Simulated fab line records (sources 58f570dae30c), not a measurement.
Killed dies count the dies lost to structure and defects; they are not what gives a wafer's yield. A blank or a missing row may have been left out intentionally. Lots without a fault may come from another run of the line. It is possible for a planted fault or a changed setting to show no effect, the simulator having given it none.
Matching of chambers / flow berkeley cmos170 / UCB170_M2_ETCH_17 on rie diel-03: 4 sister chambers
The step etches BARC in N2/H2. 4 wafers are shown with their chamber, then 7 later ones without.

WAFERS WITH THEIR CHAMBER
wafer=L280.5; chamber=0; throttle valve pct (%)=13.43
wafer=L279.5; chamber=2; throttle valve pct (%)=13.46
wafer=L284.1; chamber=1; throttle valve pct (%)=12.87
wafer=L284.3; chamber=3; throttle valve pct (%)=13.36

WAFERS WITH NO CHAMBER GIVEN
wafer=L284.5; throttle valve pct (%)=12.88
wafer=L293.1; throttle valve pct (%)=13.42
wafer=L293.2; throttle valve pct (%)=12.88
wafer=L293.5; throttle valve pct (%)=13.42
wafer=L296.1; throttle valve pct (%)=13.44
wafer=L296.2; throttle valve pct (%)=13.34
wafer=L296.5; throttle valve pct (%)=13.46

CHAMBER TAKEN BY EACH
wafer=L284.5; from the rows above=1; in truth=1
wafer=L293.1; from the rows above=0; in truth=0
wafer=L293.2; from the rows above=1; in truth=1
wafer=L293.5; from the rows above=0; in truth=0
wafer=L296.1; from the rows above=can't be placed: 0 or 2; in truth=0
wafer=L296.2; from the rows above=3; in truth=3
wafer=L296.5; from the rows above=2; in truth=2
Correct placement for 6 of the 7. From these rows, 1 cannot be placed; in 1 the true chamber is one of the candidates. Placed wrongly: 0.
How it was worked out, from the rows above alone: a wafer's distance from a chamber is the root of the sum, over the readings, of the square of ((its reading less the chamber's mean) divided by the reading's scatter). If the next closest chamber is less than 2 further off than the closest, the wafer can't be placed; otherwise it belongs to the closest. Each chamber's mean is taken over the wafers shown for it. The scatter (one wafer shown for each chamber): square how far every hidden wafer sits from the nearest shown wafer, average those squares and take the square root.
